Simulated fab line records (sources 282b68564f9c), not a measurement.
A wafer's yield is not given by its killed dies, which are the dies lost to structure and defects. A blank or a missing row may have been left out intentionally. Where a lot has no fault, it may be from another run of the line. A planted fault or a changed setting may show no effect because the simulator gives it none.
One fault seen from 2 desks	flow rit-cmos	only its own numbers are on each desk; what lay behind them is given at the end

== THE METROLOGY DESK ==
What the gauges read for every lot (on any tool): the sampled wafers with a number, averaged. If a lot's mean is further than 4 standard deviations from the usual mean, the lot is out of limits and carries the mark OUT (the distance appears in the brackets).
Columns: A = INCOMING_BOW at RIT_ACTIVE_BOW_MEAS_00, usual 1 um; B = cd-nm at RIT_ACTIVE_CD_MEAS_11, usual 1400.2 nm; C = PWELL_TW at RIT_PWELL_TW_MEAS_10, usual 950; D = PWELL_RS at RIT_WELLDRIVE_RS_MEAS_02, usual 429.7 ohm/sq
lot	first seen here	A	B	C	D
L187	day 1 10:01	-3	1397.5	963	429.9
L188	day 1 15:00	-4	1403.9	937	428.0
L189	day 1 20:00	-9	1400.3	949	431.4
L190	day 2 01:01	1	1400.9	933	429.7
L191	day 2 06:00	8	1399.8	936	428.5
L192	day 2 11:01	2	1402.6	960	429.2
L193	day 2 16:00	-0	1403.3	937	430.9
L195	day 3 02:01	5	1397.8	961	429.4
L196	day 3 07:04	5	1399.8	954	430.4
L197	day 3 12:02	0	1399.8	964	428.6
L198	day 3 17:02	2	1402.1	938	427.5
L199	day 3 22:00	5	1398.0	958	430.8
L203	day 4 18:04	-1	1402.4	980	392.2 (-27) OUT
L205	day 5 04:00	-0	1399.9	1003 (+4.8) OUT	391.1 (-28) OUT
This desk's finding: out of limits on L203, L205; first on L203, day 5 16:34 (PWELL_RS at RIT_WELLDRIVE_RS_MEAS_02). L187, L188, L189, L190, L191, L192, L193, L195, L196, L197, L198, L199 stayed within limits.

== TOOL OWNER'S DESK, implanter-01 ==
The tool's own readings at RIT_PWELL_IMPLANT_08, given as means over the sampled wafers that have a number, one for each lot that went through this tool. If a lot's mean is further than 4 standard deviations from the usual mean, the lot is out of limits and carries the mark OUT (the distance appears in the brackets).
Columns: A = beam-energy-keV at RIT_PWELL_IMPLANT_08, usual 170.00; B = dose-ions-cm2 at RIT_PWELL_IMPLANT_08, usual 7e+13; C = faraday-current-uA at RIT_PWELL_IMPLANT_08, usual 222; D = tilt-deg at RIT_PWELL_IMPLANT_08, usual 6.993 degrees
lot	first seen here	A	B	C	D
L187	day 1 23:10	170.02	7e+13	220	6.989
L188	day 2 05:06	170.05	7e+13	220	6.978
L191	day 3 02:46	169.96	7e+13	223	6.984
L193	day 3 10:22	170.00	7e+13	220	6.963
L195	day 3 18:44	170.05	7e+13	219	7.006
L197	day 4 02:46	170.00	7e+13	223	6.995
L198	day 4 06:53	170.00	7e+13	222	7.003
L199	day 4 16:08	170.00	7e+13	222	7.019
L203	day 5 09:27	170.03	8e+13 (+99 or more) OUT	256 (+7.7) OUT	6.995
L205	day 5 20:08	170.03	8e+13 (+99 or more) OUT	257 (+7.9) OUT	6.994
Finding of this desk: L203, L205 out of limits; the first was L203 at day 5 09:27, on dose-ions-cm2 at RIT_PWELL_IMPLANT_08. L187, L188, L191, L193, L195, L197, L198, L199 stayed within limits.

== TAKEN TOGETHER ==
The tool owner's desk could have raised an alarm at day 5 09:27, on L203, L205.
Metrology desk: alarm possible at day 5 16:34 on L203, L205.
RIT_PWELL_IMPLANT_08 was run on implanter-01 by each of the lots named.

== WHAT THE SIMULATOR PUT IN ==
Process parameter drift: implanter-01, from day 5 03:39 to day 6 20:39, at RIT_PWELL_IMPLANT_08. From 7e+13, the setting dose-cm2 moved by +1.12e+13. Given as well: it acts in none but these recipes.
Shown lots that were struck: L203, L205.
Fault start to first reading out of limits, in hours, per desk: tool owner, 6; metrology, 13.
